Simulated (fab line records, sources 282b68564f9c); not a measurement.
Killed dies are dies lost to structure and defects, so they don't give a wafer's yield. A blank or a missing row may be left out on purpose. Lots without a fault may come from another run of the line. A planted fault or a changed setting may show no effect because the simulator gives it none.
Problem report in the 8D (eight disciplines) form, filled by code | flow rit_cmos | the parts of the form that need people (team, actions taken, sign-off) are left out

1. THE PROBLEM
run_length_s at RIT_M1_METAL_ETCH_12 reads a mean of 166.9 s on 6 wafers of 2 lots; wafers without a fault read 193.4 s with a standard deviation of 0.55. That is -48 standard deviations from the usual mean.
The step: etches Al in Cl2/BCl3, stops on SiO2, time 165 s, target depth 600 nm.
First seen on wafer L309.1, day 5 13:32, on rie_metal-04. The record holds 18 wafers of 6 lots with a number at this step. Rule for "out", or "out of limits": more than 4 standard deviations from the usual mean. The other wafers with a number count as sound.

2. WHAT IT IS AND WHAT IT IS NOT
question                    | is                           | is not
which readings at this step | run_length_s, oes_product_au | drypump_motor_current_A, throttle_valve_pct
which lots                  | L309, L312                   | L301, L303, L320, L322
which wafers of those lots  | all that have a number       | -
read on which tools         | rie_metal-04                 | rie_metal-01, rie_metal-02
when                        | from day 5 13:32             | up to then (6 sound wafers); but 6 sound wafers of L320, L322 came after

3. SUSPECTS, AND WHAT RULES EACH OUT
Counting: a tool at a process step up to the reading stays a suspect if it ran every lot that is out and no sound lot after the first of them.
- rie_metal-04 at RIT_M1_METAL_ETCH_12 (etches Al in Cl2/BCl3, stops on SiO2, time 165 s, target depth 600 nm): kept. It ran every lot that is out, first L309 (day 5 13:32), and no sound lot after that; its last sound lot up to then is L303 (day 4 06:59). Its own readings are out on those wafers: oes_product_au, run_length_s.
Left after counting: rie_metal-04 at RIT_M1_METAL_ETCH_12.

4. THE CAUSE (what the simulator had put in)
Process parameter drift: rie_metal-04, from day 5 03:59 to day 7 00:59, at RIT_M1_METAL_ETCH_12. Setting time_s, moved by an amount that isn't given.
Counting left only this tool.

5. THE CHAIN OF EFFECTS, in route order
Each row: a reading whose mean over the struck wafers that have a number lies more than 3 standard deviations from the usual. Only readings for which the record gives a usual standard deviation are gone through. hours: the time from each lot's start at the first step in this table that gives one to its start at this step, as a median over the lots. sigmas: the change in usual standard deviations.
hours | step                 | reading        | usual      | on struck wafers | change | sigmas
0     | RIT_M1_METAL_ETCH_12 | oes_product_au | 0.792 a.u. | 0.969            | +0.177 | +16
0     | RIT_M1_METAL_ETCH_12 | run_length_s   | 193.4 s    | 166.9            | -26.5  | -48
The process steps in it:
- RIT_M1_METAL_ETCH_12: etches Al in Cl2/BCl3, stops on SiO2, time 165 s, target depth 600 nm.

6. WHAT WOULD HAVE CAUGHT IT SOONER
In this record the first reading out of limits was taken at day 5 13:32, 10 hours after the fault began at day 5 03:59.
